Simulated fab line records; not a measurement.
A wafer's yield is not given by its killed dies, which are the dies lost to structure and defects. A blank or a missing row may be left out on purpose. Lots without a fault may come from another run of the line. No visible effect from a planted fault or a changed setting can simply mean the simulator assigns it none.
A struck lot beside a sound one -- flow ritCmos -- 27 steps out of a route of 202
Sound: the wafers L451.2, L451.3, L451.6. The struck wafers were L461.1, L461.4, L461.6. The cause comes at the end.
Order at every step that has rows: each side's tool, ch and its chambers, its first start. Under that, the readings that differ: sound wafers -- struck wafers -- difference of the means -- sigmas: that difference in standard deviations of wafers without a fault.
alike: a reading whose means differ by less than 2 such deviations, as well as words and numbers matching on both sides. not compared: withheld readings; readings where some wafer has no value; bounds like >300 that might hide an equal value; numbers whose values overlap and for which the record gives no deviation.
The two part at a step that has a row with sigmas, a row that says differs or no value, or rows on one side only. When numbers do not overlap yet have no deviation, they are printed without sigmas and do not part them. Lack of a reading on every wafer of one side parts them only where that side has two or more wafers.

RIT_ACTIVE_BOW_MEAS_00:
  sound: filmMetro-01 at day 2 06:01; struck: filmMetro-04 at day 4 08:00
  alike: INCOMING_BOW
then, 1 step without rows for these wafers: RIT_ACTIVE_OXIDATION_01 (target thk 46.8 nm, ox time 3360 s).
RIT_ACTIVE_THK_MEAS_02:
  sound: filmMetro-04 at day 2 09:16; struck: filmMetro-01 at day 4 10:03
reading,sound,struck,difference,sigmas
ACTIVE_OXIDE_THK (nm),46.2 46.6 46.5,47.7 48.1 49.4,+2.0,+2
RIT_ACTIVE_CVD_03: deposits Si3N4 from SiH2Cl2/NH3, target thk 150 nm, time 1500 s.
  sound on lpcvd-01 ch 0, day 2 09:27; struck on lpcvd-02 ch 1, day 4 10:07
reading,sound,struck,difference,sigmas
spikeTcCentreC (C),813.1 811.7 814.4,826.2 826.5 825.7,+13.1,+9
spikeTcLoadC (C),828 824 827,845 845 845,+19,+4
model.Si3N4_of_ACTIVE_CVD_03.thkNm (nm),150.8 151.6 150.7,189.1 188.9 188.8,+37.9,
RIT_ACTIVE_THK_MEAS_04:
  sound: filmMetro-01 at day 2 11:35; struck: filmMetro-02 at day 4 12:14
reading,sound,struck,difference,sigmas
ACTIVE_NITRIDE_THK (nm),150.8 151.6 150.8,189.1 188.9 188.8,+37.9,+27
then, 6 steps without rows for these wafers: RIT_ACTIVE_HMDS_05 (prime time 60 s); RIT_ACTIVE_COAT_06 (resist thk 1009 nm); RIT_ACTIVE_SOFTBAKE_07 (time 60 s); RIT_ACTIVE_EXPOSE_08 (exposes mask M1, target cd 1400 nm); RIT_ACTIVE_PEB_09; RIT_ACTIVE_DEVELOP_10 (develop time 50 s).
RIT_ACTIVE_CD_MEAS_11: target cd 1400 nm.
  sound: cdSem-01 at day 2 12:30; struck: cdSem-02 at day 4 13:09
  alike: cdNm
then, 1 step without rows for these wafers: RIT_ACTIVE_HARDBAKE_12 (time 60 s).
RIT_ACTIVE_ETCH_13: etches Si3N4 in SF6, stops on SiO2, time 210 s, target depth 210 nm.
  sound on rieDiel-02 ch 1,2, day 2 12:45; struck on rieDiel-02 ch 0,1,2, day 4 13:25
reading,sound,struck,difference,sigmas
oesProductAu (a.u.),0.830 0.803 0.826,0.974 0.934 0.917,+0.122,+8
model.ACTIVE.featureDepthNm (nm),150.8 152 150.7,189.1 188.9 189.2,+37.9,
model.etch.depthNm (nm),150.8 151.6 150.7,189.1 188.9 188.8,+37.9,
  alike: drypumpMotorCurrentA, throttleValvePct
  not compared: rfHoursCounterH
RIT_ACTIVE_STRIP_14: strips in O2, time 180 s.
  sound on plasmaAsher-01 ch 0,1, day 2 12:53; struck on plasmaAsher-01 ch 0,1, day 4 13:33
  alike: drypumpMotorCurrentA
  not compared: rfHoursCounterH
RIT_ACTIVE_CD_MEAS_90: target cd 1400 nm.
  sound: cdSem-02 at day 2 13:05; struck: cdSem-01 at day 4 13:44
  alike: cdNm
then, 4 steps without rows for these wafers: RIT_ACTIVE_CLEAN_15 (cleans in SC1, time 600 s); RIT_ACTIVE_CLEAN_16 (cleans in dHF, time 30 s); RIT_ACTIVE_CLEAN_17 (cleans in SC2, time 600 s); RIT_FOX1_OXIDATION_00 (target thk 350.7 nm, ox time 1130 s).
RIT_FOX1_THK_MEAS_01:
  sound: filmMetro-04 at day 2 14:55; struck: filmMetro-01 at day 4 15:40
  alike: FOX1_OXIDE_THK
then, 2 steps without rows for these wafers: RIT_FOX1_WET_ETCH_02 (etches SiO2 in BOE, target depth 350 nm, time 390 s); RIT_FOX2_OXIDATION_00 (target thk 350.7 nm, ox time 1130 s).
RIT_FOX2_THK_MEAS_01:
  sound: filmMetro-03 at day 2 16:25; struck: filmMetro-04 at day 4 17:10
  alike: FOX2_OXIDE_THK
RIT_FOX2_CLEAN_02: cleans in dHF, time 180 s.
  sound on wetBench-03 ch 0, day 2 16:28; struck on wetBench-03 ch 3, day 4 17:13
reading,sound,struck,difference,sigmas
model.Si3N4_of_ACTIVE_CVD_03.thkNm (nm),131.6 132.4 131.5,169.9 169.7 169.6,+37.9,
then, 1 step without rows for these wafers: RIT_FOX2_WET_ETCH_03 (etches Si3N4 in H3PO4, target depth 195 nm, time 2700 s).
RIT_M1_PROBE_99:
  sound: prober-01 at day 4 09:17; struck: prober-01 at day 6 09:02
  alike: killedAtContacts, killedAtFrontEnd, killedDies, killedOpen, killedShort
  not compared: model.etest.nldd.widthNm, model.etest.pldd.widthNm, model.etest.pplusSal.widthNm, model.etest.nplusSal.widthNm

## WHERE THEY PART
At RIT_ACTIVE_THK_MEAS_02 first; at RIT_ACTIVE_ETCH_13 last (within this record only). Later steps at which nothing parts them and some readings are alike: RIT_ACTIVE_STRIP_14, RIT_ACTIVE_CD_MEAS_90, RIT_FOX1_THK_MEAS_01, RIT_FOX2_THK_MEAS_01, RIT_M1_PROBE_99.

WHY: the cause the simulator had injected
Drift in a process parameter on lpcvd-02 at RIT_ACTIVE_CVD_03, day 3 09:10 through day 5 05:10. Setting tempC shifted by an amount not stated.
